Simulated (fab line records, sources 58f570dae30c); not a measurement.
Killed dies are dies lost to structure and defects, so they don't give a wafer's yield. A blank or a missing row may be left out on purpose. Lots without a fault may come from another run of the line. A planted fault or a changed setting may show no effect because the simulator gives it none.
Problem report in the 8D (eight disciplines) form, filled by code | flow berkeley_cmos170 | the parts of the form that need people (team, actions taken, sign-off) are left out

1. THE PROBLEM
tilt_deg at UCB170_PLDD_IMPLANT_09 reads a mean of 4.063 degrees on 6 wafers of 2 lots; wafers without a fault read 7.005 degrees with a standard deviation of 0.021. That is -99 or more standard deviations from the usual mean.
First seen on wafer L343.1, day 11 03:50, on implanter-03. The record holds 42 wafers of 14 lots with a number at this step. Rule for "out", or "out of limits": more than 4 standard deviations from the usual mean. The other wafers with a number count as sound.

2. WHAT IT IS AND WHAT IT IS NOT
question                    | is                     | is not
which readings at this step | tilt_deg               | end_station_pressure_torr
which lots                  | L343, L346             | L326, L327, L328, L330, L331, L335, L336, L337, L338, L344, L348, L349
which wafers of those lots  | all that have a number | -
read on which tools         | implanter-03           | implanter-02, implanter-04
when                        | from day 11 03:50      | up to then (30 sound wafers); but 6 sound wafers of L348, L349 came after

3. SUSPECTS, AND WHAT RULES EACH OUT
Counting: a tool at a process step up to the reading stays a suspect if it ran every lot that is out and no sound lot after the first of them.
- implanter-03 at UCB170_PLDD_IMPLANT_09: kept. It ran every lot that is out, first L343 (day 11 03:50), and no sound lot after that; its last sound lot up to then is L344 (day 11 03:17). Its own readings are out on those wafers: tilt_deg.
Left after counting: implanter-03 at UCB170_PLDD_IMPLANT_09.

4. THE CAUSE (what the simulator had put in)
Process parameter drift: implanter-03, from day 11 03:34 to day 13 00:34, at UCB170_PLDD_IMPLANT_09. Setting tilt_deg, moved by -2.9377, from 7. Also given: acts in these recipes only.
Counting left only this tool.

5. THE CHAIN OF EFFECTS, in route order
Each row: a reading whose mean over the struck wafers that have a number lies more than 3 standard deviations from the usual. Only readings for which the record gives a usual standard deviation are gone through. hours: the time from each lot's start at the first step in this table that gives one to its start at this step, as a median over the lots. sigmas: the change in usual standard deviations.
hours | step                   | reading  | usual         | on struck wafers | change | sigmas
0     | UCB170_PLDD_IMPLANT_09 | tilt_deg | 7.005 degrees | 4.063            | -2.942 | -99 or more
The process steps in it:
- UCB170_PLDD_IMPLANT_09

6. WHAT WOULD HAVE CAUGHT IT SOONER
In this record the first reading out of limits was taken at day 11 03:50, 0 hours after the fault began at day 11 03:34.
